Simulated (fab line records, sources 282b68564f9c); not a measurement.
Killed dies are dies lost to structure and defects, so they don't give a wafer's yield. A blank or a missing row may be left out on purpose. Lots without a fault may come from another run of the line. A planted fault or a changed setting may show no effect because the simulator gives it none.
Which tool did it? | flow rit_cmos | 14 lots, 42 wafers sampled, at 1 step of a route of 202

WHAT THE GAUGES READ, wafer by wafer
RIT_NWELL_OVL_MEAS_06.
lot  | measured    | on         | NWELL_OVL (nm)
L315 | day 1 20:41 | overlay-01 | 0.2 -0.6 1.0
L316 | day 2 02:30 | overlay-02 | 0.6 -1.0 0.8
L317 | day 2 07:06 | overlay-01 | 2.2 -0.1 1.8
L321 | day 3 04:49 | overlay-02 | -0.6 1.0 -0.2
L322 | day 3 07:32 | overlay-02 | -0.2 1.4 0.3
L323 | day 3 15:52 | overlay-01 | 2.1 0.9 0.5
L324 | day 3 18:31 | overlay-01 | -1.0 -0.7 0.1
L327 | day 4 10:55 | overlay-02 | -1.7 -0.4 -1.0
L328 | day 4 13:13 | overlay-02 | -2.6 -0.8 -3.1
L330 | day 5 02:03 | overlay-02 | -2.1 -2.1 -1.9
L331 | day 5 06:47 | overlay-01 | -2.2 -0.7 -3.8
L336 | day 6 08:10 | overlay-01 | -1.0 -0.8 -0.6
L337 | day 6 12:42 | overlay-02 | -0.6 -1.3 0.2
L338 | day 6 19:08 | overlay-02 | -1.2 -2.4 -2.1

WHICH TOOL RAN EACH LOT (tool, then ch and the chambers of the sampled wafers, then the start)
The record holds no process step before these readings.

WHAT THE TOOLS THEMSELVES READ (means of the sampled wafers that have a number; where no wafer has one, the mark that the record gives instead)
The record holds no such reading with a usual standard deviation.

THE ANSWER, worked out from the rows above alone
Rule: what is usual is taken from the lots themselves. Put in order of their means at a reading, lots are off if they are a third of the lots or fewer, leave a main group of 4 or more, and stand apart from it by a gap of 3 or more times the standard deviation of the main group's means; of several such gaps the widest counts. A main group whose means are all the same, to the digits that the tables above print for the reading, isn't used. A lot without any number at a reading at which 4 lots or more have one is off too. The other lots that the step has rows for count as sound. The gauges are gone through in route order, then the tools' own readings, and for those a lot's mean is taken as printed above. The first step at which some lot is off is used, and at that step the reading that is off furthest; a lot without a number counts as furthest.
No lot is off at any reading shown: from this, nothing can be told.

WHAT THE SIMULATOR HAD PUT IN
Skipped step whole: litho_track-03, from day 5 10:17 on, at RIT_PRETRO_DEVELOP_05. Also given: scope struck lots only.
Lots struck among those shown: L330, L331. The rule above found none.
